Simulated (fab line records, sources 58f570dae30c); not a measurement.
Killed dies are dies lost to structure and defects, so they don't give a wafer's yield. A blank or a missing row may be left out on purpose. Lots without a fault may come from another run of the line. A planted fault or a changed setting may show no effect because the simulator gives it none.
Which tool did it? | flow berkeley_cmos170 | 7 lots, 21 wafers sampled, at 1 step of a route of 331

WHAT THE GAUGES READ, wafer by wafer
UCB170_NSD_CD_MEAS_06: target cd 1200 nm.
lot  | measured     | on        | cd_nm (nm)
L557 | day 6 22:58  | cd_sem-02 | 1197.4 1196.3 1197.1
L560 | day 7 22:25  | cd_sem-01 | 1199.9 1200.1 1198.8
L563 | day 7 23:53  | cd_sem-02 | 1201.9 1202.5 1200.1
L565 | day 9 01:06  | cd_sem-02 | 1198.0 1198.3 1198.3
L570 | day 9 07:46  | cd_sem-01 | 1198.9 1199.0 1198.5
L573 | day 10 03:05 | cd_sem-01 | 1198.5 1197.5 1197.6
L578 | day 12 05:16 | cd_sem-02 | 1200.5 1200.6 1199.9

WHICH TOOL RAN EACH LOT (tool, then ch and the chambers of the sampled wafers, then the start)
The record holds no process step before these readings.

THE ANSWER, worked out from the rows above alone
Rule: what is usual is taken from the lots themselves. Put in order of their means at a reading, lots are off if they are a third of the lots or fewer, leave a main group of 4 or more, and stand apart from it by a gap of 3 or more times the standard deviation of the main group's means; of several such gaps the widest counts. A main group whose means are all the same, to the digits that the tables above print for the reading, isn't used. A lot without any number at a reading at which 4 lots or more have one is off too. The other lots that the step has rows for count as sound.
No lot is off at any reading shown: from this, nothing can be told.

WHAT THE SIMULATOR HAD PUT IN
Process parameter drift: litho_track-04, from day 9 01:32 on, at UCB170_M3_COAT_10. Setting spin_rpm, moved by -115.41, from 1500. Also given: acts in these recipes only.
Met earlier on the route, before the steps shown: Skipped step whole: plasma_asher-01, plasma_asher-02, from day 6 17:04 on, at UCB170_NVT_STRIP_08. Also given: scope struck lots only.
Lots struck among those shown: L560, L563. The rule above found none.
